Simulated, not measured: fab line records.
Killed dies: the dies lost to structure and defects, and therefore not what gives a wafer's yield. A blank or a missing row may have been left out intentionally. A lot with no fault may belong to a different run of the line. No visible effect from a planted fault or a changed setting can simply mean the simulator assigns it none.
The tool behind it: which one? | flow rit_cmos | 14 lots, 42 wafers sampled, at 2 steps of a route of 202

== WHAT THE GAUGES READ, wafer by wafer ==
RIT_M1_CD_MEAS_90: the cd target is 2600 nm.
lot  | measured    | on        | cd_nm (nm)
L509 | day 3 10:23 | cd_sem-02 | 2596 2599 2595
L510 | day 3 16:10 | cd_sem-02 | 2603 2602 2604
L512 | day 4 04:31 | cd_sem-02 | 2599 2599 2602
L513 | day 4 09:19 | cd_sem-02 | 2598 2599 2600
L514 | day 4 13:07 | cd_sem-01 | 2605 2601 2597
L517 | day 5 04:59 | cd_sem-02 | 2600 2602 2601
L518 | day 5 10:39 | cd_sem-02 | 2576 2599 2598
L520 | day 5 17:30 | cd_sem-02 | 2600 2602 2600
L521 | day 5 21:31 | cd_sem-02 | 2582 2605 2584
L522 | day 6 01:44 | cd_sem-02 | 2601 2601 2605
L523 | day 6 10:15 | cd_sem-01 | 2600 2601 2600
L525 | day 6 20:51 | cd_sem-02 | 2599 2599 2599
L529 | day 7 12:44 | cd_sem-02 | 2595 2598 2598
L531 | day 8 03:04 | cd_sem-02 | 2602 2602 2603

== WHICH TOOL RAN EACH LOT (tool, then ch and the chambers of the sampled wafers, then the start) ==
lot  | RIT_M1_METAL_ETCH_12
L509 | rie_metal-03 ch 0,1, day 3 09:51
L510 | rie_metal-02 ch 0,1, day 3 15:39
L512 | rie_metal-03 ch 0,1, day 4 04:00
L513 | rie_metal-02 ch 0, day 4 08:48
L514 | rie_metal-01 ch 0,1, day 4 12:26
L517 | rie_metal-01 ch 0,1, day 5 04:29
L518 | rie_metal-03 ch 0,1, day 5 10:10
L520 | rie_metal-01 ch 0,1, day 5 16:59
L521 | rie_metal-03 ch 0,1, day 5 20:59
L522 | rie_metal-02 ch 0,1, day 6 01:14
L523 | rie_metal-01 ch 0,1, day 6 09:45
L525 | rie_metal-01 ch 0,1, day 6 20:21
L529 | rie_metal-02 ch 0,1, day 7 12:14
L531 | rie_metal-02 ch 0,1, day 8 02:32
- RIT_M1_METAL_ETCH_12: etches Al in Cl2/BCl3, stops on SiO2, time 165 s, target depth 600 nm.

== AS READ BY THE TOOLS THEMSELVES (means over the sampled wafers that have a number; for cases with no such wafer, the mark the record gives instead) ==
RIT_M1_METAL_ETCH_12.
lot  | tool         | drypump_motor_current_A (A) | oes_product_au (a.u.) | rf_fwd_power_W (W) | throttle_valve_pct (%)
L509 | rie_metal-03 | 6.0                         | 0.769                 | 248.8              | 8.38
L510 | rie_metal-02 | 5.3                         | 0.765                 | 248.6              | 8.43
L512 | rie_metal-03 | 6.0                         | 0.764                 | 248.8              | 8.38
L513 | rie_metal-02 | 5.3                         | 0.772                 | 247.7              | 8.58
L514 | rie_metal-01 | 4.9                         | 0.767                 | 249.9              | 8.21
L517 | rie_metal-01 | 5.2                         | 0.768                 | 249.0              | 8.30
L518 | rie_metal-03 | 6.0                         | 0.776                 | 282.0              | 8.37
L520 | rie_metal-01 | 5.0                         | 0.760                 | 248.6              | 8.19
L521 | rie_metal-03 | 5.9                         | 0.773                 | 315.9              | 8.29
L522 | rie_metal-02 | 5.3                         | 0.774                 | 249.0              | 8.30
L523 | rie_metal-01 | 5.3                         | 0.773                 | 248.8              | 8.30
L525 | rie_metal-01 | 5.0                         | 0.772                 | 249.8              | 8.21
L529 | rie_metal-02 | 5.3                         | 0.784                 | 248.9              | 8.43
L531 | rie_metal-02 | 5.3                         | 0.782                 | 249.1              | 8.30

== THE ANSWER, worked out from the rows above alone ==
Rule: usual is defined by the lots themselves. The widest of any qualifying gaps counts: lots, ordered by their means at a reading, are off when they make up no more than a third of the lots, leave a main group of 4 or more, and stand apart from it by 3 or more times the standard deviation of that group's means. The tables above print the reading to a certain number of digits; a main group whose means all agree to those digits is not used. Also off: a lot with no number at a reading for which 4 or more lots have one. The other lots that the step has rows for count as sound. After the gauges, taken in route order, come the tools' own readings; for these a lot's mean is taken, as printed above. The first step at which some lot is off is used, and at that step the reading that is off furthest; a lot without a number counts as furthest.
Off: L518, L521, at RIT_M1_METAL_ETCH_12 (rf_fwd_power_W). The main group has a mean of 248.9 W with a standard deviation of 0.54.
A tool fits if, at that step or a process step before it, it ran every lot that is off, and no sound lot after the first of them. One fits: rie_metal-03 at RIT_M1_METAL_ETCH_12. A fault onset in the window from L512 (day 4 04:00, its last sound lot) to L518 (day 5 10:10, its first lot off) fits.
The tool's own readings at RIT_M1_METAL_ETCH_12 bear it out: on the lots that are off they differ by more than 5 times the standard deviation of the sound lots' means. rf_fwd_power_W reads 298.9 W there against 248.9 W on the sound lots.

== WHAT WAS PUT IN BY THE SIMULATOR ==
rie_metal-03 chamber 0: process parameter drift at RIT_M1_METAL_ETCH_12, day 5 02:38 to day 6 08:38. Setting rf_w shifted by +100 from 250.
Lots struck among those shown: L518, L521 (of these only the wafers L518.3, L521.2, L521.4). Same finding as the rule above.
